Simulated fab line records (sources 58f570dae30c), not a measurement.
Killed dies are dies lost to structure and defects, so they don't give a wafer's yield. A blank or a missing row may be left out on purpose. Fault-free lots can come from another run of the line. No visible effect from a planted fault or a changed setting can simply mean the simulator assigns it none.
2 desks looking at one fault ; flow berkeleyCmos170 ; numbers are kept per desk, each desk with only its own; the story behind them comes last

METROLOGY DESK
What the gauges read for every lot (on any tool): the sampled wafers with a number, averaged. If a lot's mean is further than 4 standard deviations from the usual mean, the lot is out of limits and carries the mark OUT (the distance appears in the brackets).
Columns: A = cdNm at UCB170_NLDD_CD_MEAS_06, usual 1199.5 nm; B = NLDD_OVL at UCB170_NLDD_OVL_MEAS_07, usual -3 nm; C = NLDD_TW at UCB170_NLDD_TW_MEAS_11, usual 2230; D = SPACER_TEOS_THK at UCB170_SPACER_THK_MEAS_01, usual 377 nm
lot;first seen here;A;B;C;D
L957;day 7 05:28;1197.8;3;2232;377
L962;day 8 12:31;1199.6;2;2247;378
L966;day 9 03:40;1197.3;-1;2231;375
L967;day 9 04:10;1199.4;-5;2235;379
L965;day 9 04:48;1197.7;4;2232;378
L968;day 10 06:37;1200.5;1;2259;377
This desk's finding: nothing out of limits on any of the 6 lots.

FOR THE TOOL OWNER'S DESK: rieDiel-04
The tool's own readings at UCB170_SPACER_ETCHBACK_03 (etches SiO2 in CHF3/CF4/Ar, stops on Si, target depth 376 nm, time 100 s): means of the sampled wafers that have a number, for each lot that ran on this tool. If a lot's mean is further than 4 standard deviations from the usual mean, the lot is out of limits and carries the mark OUT (the distance appears in the brackets).
Columns: A = drypumpMotorCurrentA at UCB170_SPACER_ETCHBACK_03, usual 5.8 A; B = oesProductAu at UCB170_SPACER_ETCHBACK_03, usual 0.899 a.u.; C = runLengthS at UCB170_SPACER_ETCHBACK_03, usual 128.4 s; D = throttleValvePct at UCB170_SPACER_ETCHBACK_03, usual 6.43 %
lot;first seen here;A;B;C;D
L962;day 8 15:50;5.9;0.907;128.6;6.46
L965;day 9 09:58;6.3;0.934;115.2 (-28) OUT;6.48
L968;day 10 11:52;5.8;0.934;115.0 (-28) OUT;6.45
Finding of this desk: L965, L968 out of limits; the first was L965 at day 9 09:58, on runLengthS at UCB170_SPACER_ETCHBACK_03. L962: within limits.

ALL TOGETHER
An alarm could have come from the tool owner's desk at day 9 09:58, on L965, L968.
At the metrology desk, nothing out of limits was observed.
The metrology desk holds a record of L965, L968, inside its limits.
All the named lots went through UCB170_SPACER_ETCHBACK_03 on rieDiel-04.

WHAT THE SIMULATOR PUT IN
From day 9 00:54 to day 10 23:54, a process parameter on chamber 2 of rieDiel-04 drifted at UCB170_SPACER_ETCHBACK_03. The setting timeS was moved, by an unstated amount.
Lots struck among those shown: L965, L968.
Delay in hours, fault start to first out-of-limits reading, by desk: the tool owner's desk at 9.
